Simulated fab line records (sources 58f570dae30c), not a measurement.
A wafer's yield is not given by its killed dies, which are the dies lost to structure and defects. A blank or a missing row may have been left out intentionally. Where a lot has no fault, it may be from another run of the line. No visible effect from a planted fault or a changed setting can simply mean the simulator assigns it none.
Struck lot and sound lot, side by side ; flow berkeley cmos170 ; 22 out of 331 route steps
Sound: the wafers L172.4, L172.5, L172.6. Struck: wafers L174.1, L174.2, L174.4. The cause comes at the end.
At each step with rows: each side's tool, then ch and its chambers, then its first start. Under that, the readings that differ: sound wafers ; struck wafers ; difference of the means ; sigmas: that difference in standard deviations of wafers without a fault.
alike: a reading whose means differ by less than 2 such deviations, as well as words and numbers matching on both sides. not compared: withheld readings; readings where some wafer has no value; bounds like >300 that might hide an equal value; numbers whose values overlap and for which the record gives no deviation.
A row with sigmas, a row that says differs or no value, or rows on one side alone: a step with any of these is where the two part. When numbers do not overlap yet have no deviation, they are printed without sigmas and do not part them. A reading missing from all wafers of one side parts the sides only when that side holds two or more wafers.

UCB170_NWELL_ETCH_13: etches Si3N4 in CH3F/Ar/O2, stops on SiO2, target depth 246.4 nm, time 154 s.
  sound on rie diel-02 ch 0,3, day 4 09:41; struck on rie diel-03 ch 1,2,3, day 4 16:17
  alike: drypump motor current A, oes product au, throttle valve pct
  not compared: rf hours counter h
then, 1 step without rows for these wafers: UCB170_NWELL_IMPLANT_14.
UCB170_NWELL_STRIP_15: strips in O2.
  sound on plasma asher-01 ch 0,1, day 4 09:59; struck on plasma asher-02 ch 0,1, day 4 16:32
  alike: drypump motor current A, oes product au, strip time to endpoint s
  not compared: rf hours counter h
UCB170_NWELL_TW_MEAS_16:
  struck on film metro-02, day 4 16:38; sound on film metro-03, day 4 10:04
  alike: NWELL_TW
then, 6 steps without rows for these wafers: UCB170_NWELL_CLEAN_17 (cleans in SPM, time 600 s); UCB170_NWELL_WET_ETCH_18 (etches Si3N4 in H3PO4, time 14400 s); UCB170_NWELL_WET_ETCH_19 (etches SiO2 in BOE, time 22 s); UCB170_PWELL_CLEAN_00 (cleans in SPM, time 600 s); UCB170_PWELL_CLEAN_01 (cleans in dHF, time 60 s); UCB170_PWELL_OXIDATION_02 (target thk 26.4 nm, ox time 1260 s).
UCB170_PWELL_THK_MEAS_03:
  struck on film metro-03, day 5 01:14; sound on film metro-01, day 4 17:34
  alike: PWELL_OXIDE_THK
then, 1 step without rows for these wafers: UCB170_PWELL_ANNEAL_04 (time 900 s).
UCB170_PWELL_CVD_05: deposits Si3N4 from SiH2Cl2/NH3, target thk 220 nm, time 3300 s.
  sound on lpcvd-01 ch 0, day 4 22:38; struck on lpcvd-01 ch 0, day 5 05:39
reading;sound;struck;difference;sigmas
model.Si3N4_of_PWELL_CVD_05.thk nm (nm);217.2 218.9 219.2;295.3 295.6 293.8;+76.5;
  alike: spike tc load C
UCB170_PWELL_THK_MEAS_06:
  struck on film metro-03, day 5 07:47; sound on film metro-04, day 5 00:35
reading;sound;struck;difference;sigmas
PWELL_NITRIDE_THK (nm);217.3 218.8 219.1;295.3 295.8 293.8;+76.6;+36
  not compared: hold
then, 5 steps without rows for these wafers: UCB170_PWELL_COAT_08 (resist thk 900 nm); UCB170_PWELL_SOFTBAKE_09 (time 60 s); UCB170_PWELL_EXPOSE_10 (exposes mask PWELL, target cd 3000 nm); UCB170_PWELL_PEB_11; UCB170_PWELL_DEVELOP_12 (develop time 45 s).
UCB170_PWELL_OVL_MEAS_13:
  struck on overlay-02, day 5 10:47; sound on overlay-02, day 5 02:15
  alike: PWELL_OVL
UCB170_PWELL_ETCH_14: etches Si3N4 in CH3F/Ar/O2, stops on SiO2, target depth 242 nm, time 151 s.
  sound on rie diel-01 ch 1,2,3, day 5 02:16; struck on rie diel-04 ch 0,2,3, day 5 10:49
reading;sound;struck;difference;sigmas
oes product au (a.u.);0.923 0.958 0.939;1.001 0.997 0.985;+0.054;+4
model.etch.depth nm (nm);217.2 218.9 219.2;240.3 240.6 244.2;+23.3;
  alike: drypump motor current A, throttle valve pct
  not compared: rf hours counter h
then, 1 step without rows for these wafers: UCB170_PWELL_IMPLANT_15.

## WHERE THEY PART
First at UCB170_PWELL_THK_MEAS_06; last, within this record, at UCB170_PWELL_ETCH_14.

WHY: what the simulator had put in
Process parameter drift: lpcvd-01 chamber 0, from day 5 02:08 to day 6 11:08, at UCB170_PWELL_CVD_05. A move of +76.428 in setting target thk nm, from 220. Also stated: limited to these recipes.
